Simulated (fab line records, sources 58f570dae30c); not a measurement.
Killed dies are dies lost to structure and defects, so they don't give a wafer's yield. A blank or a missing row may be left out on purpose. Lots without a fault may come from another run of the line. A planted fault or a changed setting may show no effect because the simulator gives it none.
Split-lot experiment | flow berkeley_cmos170 | 5 lots, 23 wafers read, on a route of 331 steps

THE SPLIT
At UCB170_M2_SPUTTER_01 (material Al, target thk 900 nm, time 120 s), the setting time_s was moved away from the recipe's 120 s on 11 of the 23 wafers read, by -11.0% to +14.8%. The other wafers ran this setting at the recipe's value.

FROM THE SPLIT TO THE READING: what the file shows between them, 1 step
- UCB170_M2_RS_MEAS_02: measures by four-point-probe

THE READING
M2_AL_THK, in nm, at UCB170_M2_THK_MEAS_03 (measures by xrf). Fault-free wafers of this fab line usually give 902 nm, standard deviation 11 nm.

wafer  | tool, chamber at the split | time_s as run, s | against the recipe | M2_AL_THK, nm | against lot-mates on the recipe
L074.1 | pvd_sputter-02, -          | 137.8            | +14.8%             | 1042          | +142
L074.3 | pvd_sputter-02, -          | 120              | recipe             | 898           | -
L074.4 | pvd_sputter-02, -          | 137.8            | +14.8%             | 1030          | +130
L074.5 | pvd_sputter-02, -          | 120              | recipe             | 902           | -
L074.6 | pvd_sputter-02, -          | 137.8            | +14.8%             | 1052          | +152
L077.3 | pvd_sputter-03, -          | 120              | recipe             | 905           | -
L077.5 | pvd_sputter-03, -          | 120              | recipe             | 886           | -
L077.6 | pvd_sputter-03, -          | 120              | recipe             | 909           | -
L079.1 | pvd_sputter-04, -          | 126.8            | +5.7%              | 968           | +62
L079.2 | pvd_sputter-04, -          | 120              | recipe             | 902           | -
L079.4 | pvd_sputter-04, -          | 126.8            | +5.7%              | 961           | +54
L079.5 | pvd_sputter-04, -          | 126.8            | +5.7%              | 950           | +44
L079.6 | pvd_sputter-04, -          | 120              | recipe             | 911           | -
L082.2 | pvd_sputter-03, -          | 120              | recipe             | 920           | -
L082.3 | pvd_sputter-03, -          | 109.1            | -9.1%              | 835           | -82
L082.4 | pvd_sputter-03, -          | 120              | recipe             | 914           | -
L082.5 | pvd_sputter-03, -          | 109.1            | -9.1%              | 823           | -94
L082.6 | pvd_sputter-03, -          | 109.1            | -9.1%              | 834           | -83
L083.1 | pvd_sputter-02, -          | 120              | recipe             | 918           | -
L083.2 | pvd_sputter-02, -          | 106.8            | -11.0%             | 805           | -105
L083.3 | pvd_sputter-02, -          | 120              | recipe             | 908           | -
L083.4 | pvd_sputter-02, -          | 106.8            | -11.0%             | 784           | -126
L083.5 | pvd_sputter-02, -          | 120              | recipe             | 903           | -

THE FIT
A straight line over all 23 wafers: M2_AL_THK changes by +9.18 nm for each +1% of time_s; r = +0.99; the points scatter about the line by 10 nm.
The same after taking each lot's own level away (the mean of its wafers on the recipe; 23 wafers): +9.71 nm for each +1%; r = +0.99; scatter 8 nm.
On that fit, the largest move of time_s shifts the reading by 1.4e+02 nm.
The lots' own levels span 900.0 to 917.0 nm, that is 1.5 times the standard deviation above.
So the lot-to-lot level changes the slope little: the two slopes agree.
Check: with one of the wafers moved furthest among these (+14.8%) left out of the fit, the line predicts +143 nm for it against its lot-mates. It came out at +142 nm against them.

OTHER SPLITS ON THESE WAFERS
These wafers also went through other splits before the reading. Each is held against what the fit with the lots' levels taken away leaves over:
other split on the same wafers | wafers away from the commonest value | r with M2_AL_THK (lot level and that fit taken away)
UCB170_M1_METAL_ETCH_12 time_s | 10                                   | -0.13

THE WHOLE CHAIN: every reading that the file lists as answering this split, in the file's order
step                  | what it does                               | reading                                                                     | change (the file's fit)               | r (the file's)
UCB170_M2_SPUTTER_01  | material Al, target thk 900 nm, time 120 s | Al_of_M2_SPUTTER_01.thk_nm (the simulator's own value, which no gauge read) | +9.61 nm for each +1% of the setting  | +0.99
UCB170_M2_RS_MEAS_02  | measures by four-point-probe               | M2_AL_RS                                                                    | -0.000347 for each +1% of the setting | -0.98
UCB170_M2_THK_MEAS_03 | measures by xrf                            | M2_AL_THK                                                                   | +9.78 for each +1% of the setting     | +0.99

THE FILE'S OWN FIT
M2_AL_THK changes by +9.78 nm for each +1% of time_s, r = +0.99.
